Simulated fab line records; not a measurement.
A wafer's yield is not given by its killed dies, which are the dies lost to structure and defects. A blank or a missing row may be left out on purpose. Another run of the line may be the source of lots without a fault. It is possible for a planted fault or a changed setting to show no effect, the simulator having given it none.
Code-filled problem report in 8D (eight disciplines) form -- flow rit-cmos -- the parts of the form that need people (team, actions taken, sign-off) are left out

1. THE ISSUE
At RIT_GATE_CD_MEAS_16, cd-nm averages 136.6 nm over 9 wafers from 3 lots, while fault-free wafers read 149.1 nm, standard deviation 2.4. That is -5.2 standard deviations from the usual mean.
The step: target cd 150 nm.
First seen on wafer L220.2, day 4 01:38, on cd-sem-02. The record holds 42 wafers of 14 lots with a number at this step. The rule behind "out" and "out of limits": a value lying over 4 standard deviations away from the usual mean. Any other wafer with a number is counted as sound.

2. WHAT THIS IS AND IS NOT
question,is,is not
which readings at this step,cd-nm,-
which lots,"L220, L221, L223","L213, L214, L215, L216, L217, L218, L219, L232, L234, L235, L236"
which wafers of those lots,all that have a number,-
read on which gauges,"cd-sem-01, cd-sem-02",-
when,from day 4 01:38,"up to then (21 sound wafers); but 12 sound wafers of L232, L234, L235, L236 came after"

3. SUSPECTS, AND WHAT RULES EACH OUT
Counting: a tool at any process step up to the reading remains a suspect when it ran all the lots that are out and ran no sound lot after the first of those.
- ruled out: the gauge at RIT_GATE_CD_MEAS_16. The wafers that are out were read on 2 gauges (cd-sem-01, cd-sem-02).
- litho-track-03 at RIT_GATE_DEVELOP_15 (develop time 50 s): ruled out as a lasting fault. Sound lots L236 ran on it after its first lot that is out, L220 (day 4 01:00).
Left after counting: nothing in the record.

4. THE CAUSE (what the simulator had put in)
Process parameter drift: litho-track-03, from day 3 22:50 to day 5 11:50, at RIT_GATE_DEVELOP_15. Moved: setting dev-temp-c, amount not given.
The count ruled it out by mistake, since the rule takes a fault to strike every lot its tool runs from the start of the fault on, and this one did not do so.

5. THE EFFECT CHAIN, in route order
Each row: a reading whose mean over the struck wafers that have a number lies more than 3 standard deviations from the usual. Only readings for which the record gives a usual standard deviation are gone through. hours: the time from each lot's start at the first step in this table that gives one to its start at this step, as a median over the lots. sigmas: the change in usual standard deviations.
hours,step,reading,usual,on struck wafers,change,sigmas
0,RIT_GATE_DEVELOP_15,developer-temp-C,23.01 C,20.69,-2.32,-24
1,RIT_GATE_CD_MEAS_16,cd-nm,149.1 nm,136.6,-12.5,-5.2
It contains these process steps:
- RIT_GATE_DEVELOP_15: develop time 50 s.

6. WHAT WOULD HAVE CAUGHT IT SOONER
3 hours passed between the start of the fault at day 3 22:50 and the first reading out of limits at a measuring or inspecting step in this record, taken at day 4 01:38.
Tool's own readings at RIT_GATE_DEVELOP_15, developer-temp-C: out on all struck wafers the step has rows for; an alarm limit on them would have tripped on the first.
